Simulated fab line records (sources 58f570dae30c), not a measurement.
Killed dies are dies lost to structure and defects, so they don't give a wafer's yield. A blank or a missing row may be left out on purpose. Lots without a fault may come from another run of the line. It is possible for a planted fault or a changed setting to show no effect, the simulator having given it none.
Split-lot trial | flow berkeleyCmos170 | 5 lots, 23 wafers read, on a route of 331 steps

## SPLIT DETAILS
At UCB170_NSD_COAT_01 (resist thk 900 nm), the setting resistThkNm was moved away from the recipe's 900 nm on 9 of the 23 wafers read, by -3.6% to +3.6%. This setting was run at the recipe's value on the other wafers.

The reading is taken at the split's own step.

## THE READING
KrF_of_NSD_COAT_01.thkNm (the simulator's own value, which no gauge read), in nm, at UCB170_NSD_COAT_01 (resist thk 900 nm). There is no usual value for it anywhere in the file. Here, 14 wafers ran the recipe; their average is 900.1 nm with a standard deviation of 2.1 nm.

wafer  | tool, chamber at the split | resistThkNm as run, nm | against the recipe | KrF_of_NSD_COAT_01.thkNm, nm | against lot-mates on the recipe
L076.1 | lithoTrack-02, 0           | 900                    | recipe             | 895.2                        | -
L076.2 | lithoTrack-02, 0           | 932.7                  | +3.6%              | 929                          | +32.2
L076.4 | lithoTrack-02, 0           | 900                    | recipe             | 898.3                        | -
L076.5 | lithoTrack-02, 0           | 932.7                  | +3.6%              | 930.6                        | +33.9
L076.6 | lithoTrack-02, 0           | 932.7                  | +3.6%              | 931                          | +34.2
L077.2 | lithoTrack-02, 0           | 869.2                  | -3.4%              | 866.2                        | -32.7
L077.3 | lithoTrack-02, 0           | 900                    | recipe             | 899.3                        | -
L077.4 | lithoTrack-02, 0           | 900                    | recipe             | 898.5                        | -
L077.5 | lithoTrack-02, 0           | 869.2                  | -3.4%              | 865.3                        | -33.6
L077.6 | lithoTrack-02, 0           | 869.2                  | -3.4%              | 867.6                        | -31.3
L079.1 | lithoTrack-03, 0           | 900                    | recipe             | 899.7                        | -
L079.3 | lithoTrack-03, 0           | 900                    | recipe             | 898.8                        | -
L079.4 | lithoTrack-03, 0           | 900                    | recipe             | 903.2                        | -
L079.5 | lithoTrack-03, 0           | 900                    | recipe             | 900.4                        | -
L079.6 | lithoTrack-03, 0           | 900                    | recipe             | 903                          | -
L082.1 | lithoTrack-01, 0           | 867.2                  | -3.6%              | 866.9                        | -34.6
L082.2 | lithoTrack-01, 0           | 900                    | recipe             | 900.1                        | -
L082.4 | lithoTrack-01, 0           | 900                    | recipe             | 903                          | -
L082.5 | lithoTrack-01, 0           | 867.2                  | -3.6%              | 867.3                        | -34.2
L082.6 | lithoTrack-01, 0           | 867.2                  | -3.6%              | 868                          | -33.5
L083.1 | lithoTrack-03, 0           | 900                    | recipe             | 899.6                        | -
L083.2 | lithoTrack-03, 0           | 900                    | recipe             | 900.7                        | -
L083.4 | lithoTrack-03, 0           | 900                    | recipe             | 902.1                        | -

THE FIT
A straight line over all 23 wafers: KrF_of_NSD_COAT_01.thkNm changes by +8.94 nm for each +1% of resistThkNm; r = +0.99; the points scatter about the line by 2.2 nm.
The same after taking each lot's own level away (the mean of its wafers on the recipe; 23 wafers): +9.34 nm for each +1%; r = +1.00; scatter 1.3 nm.
The reading moves by 34 nm for the largest change in resistThkNm, on that fit.
Across the lots, their own levels run from 896.75 to 901.55 nm, a range of 2.3 times the standard deviation given above.
So the lot-to-lot level changes the slope little: the two slopes agree.
Check: for one of the wafers moved furthest among these (-3.6%), held out of the fit, the line's prediction against its lot-mates is -34.1 nm. It came out at -34.6 nm against them.

## FURTHER SPLITS ON THESE WAFERS
These wafers also went through other splits before the reading. Each is held against what the fit with the lots' levels taken away leaves over:
other split on the same wafers       | wafers away from the commonest value | r with KrF_of_NSD_COAT_01.thkNm (lot level and that fit taken away)
UCB170_START_OXIDATION_02 tempC      | 15                                   | +0.09
UCB170_NWELL_IMPLANT_14 doseCm2      | 8                                    | -0.24
UCB170_PWELL_CVD_05 timeS            | 15                                   | -0.10
UCB170_PWELL_DEVELOP_12 developTimeS | 5                                    | +0.20
UCB170_ACTIVE_COAT_08 spinRpm        | 7                                    | +0.03
UCB170_SACOX_OXIDATION_01 oxTimeS    | 10                                   | -0.08
UCB170_NVT_IMPLANT_07 doseCm2        | 4                                    | -0.07
UCB170_PLDD_COAT_01 resistThkNm      | 8                                    | +0.12
UCB170_NLDD_IMPLANT_09 doseCm2       | 10                                   | -0.26

## THE FILE'S OWN FIT
KrF_of_NSD_COAT_01.thkNm changes by +9.35 nm for each +1% of resistThkNm, r = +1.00.
